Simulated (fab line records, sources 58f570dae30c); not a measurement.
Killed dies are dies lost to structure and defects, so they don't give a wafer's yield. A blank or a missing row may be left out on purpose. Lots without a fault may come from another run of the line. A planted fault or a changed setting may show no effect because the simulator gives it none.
Chamber matching | flow berkeley_cmos170 | UCB170_V2_ETCH_14 on rie_diel-04: 4 sister chambers
The step etches SiO2 in CHF3/CF4/Ar, stops on Al, target depth 1250 nm, time 291 s. 8 wafers are shown with their chamber, then 11 later ones without.

WAFERS WITH THEIR CHAMBER
wafer  | chamber | throttle_valve_pct (%) | oes_product_au (a.u.)
L074.1 | 0       | 6.99                   | 0.873
L084.1 | 3       | 7.13                   | 0.853
L084.2 | 1       | 7.10                   | 0.884
L084.5 | 2       | 6.83                   | 0.872
L087.1 | 1       | 7.11                   | 0.872
L087.2 | 2       | 6.84                   | 0.867
L087.4 | 0       | 6.98                   | 0.860
L092.1 | 3       | 7.12                   | 0.851

WAFERS WITHOUT THEIR CHAMBER
wafer  | throttle_valve_pct (%) | oes_product_au (a.u.)
L092.3 | 6.96                   | 0.858
L092.4 | 6.81                   | 0.862
L096.3 | 7.12                   | 0.886
L096.4 | 7.15                   | 0.839
L096.6 | 7.14                   | 0.839
L094.2 | 6.99                   | 0.856
L094.4 | 7.12                   | 0.853
L094.6 | 7.13                   | 0.886
L097.2 | 6.97                   | 0.870
L097.4 | 7.13                   | 0.845
L097.6 | 7.13                   | 0.837

WHICH CHAMBER EACH WENT THROUGH
wafer  | from the rows above     | in truth
L092.3 | 0                       | 0
L092.4 | 2                       | 2
L096.3 | 1                       | 1
L096.4 | 3                       | 3
L096.6 | 3                       | 3
L094.2 | 0                       | 0
L094.4 | 3                       | 3
L094.6 | can't be placed: 1 or 3 | 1
L097.2 | 0                       | 0
L097.4 | 3                       | 3
L097.6 | 3                       | 3
Placed correctly: 10 of 11. Can't be placed from these rows: 1 (the true chamber is among the candidates in 1). Placed wrongly: 0.
How it was worked out, from the rows above alone: a wafer's distance from a chamber is the root of the sum, over the readings, of the square of ((its reading less the chamber's mean) divided by the reading's scatter). The wafer belongs to the nearest chamber; if the next one is less than 2 further off, it can't be placed. A chamber's mean is the mean of its shown wafers. The scatter: the root of (the sum of the squares of (reading less its chamber's mean) over the shown wafers, divided by (wafers less chambers)).
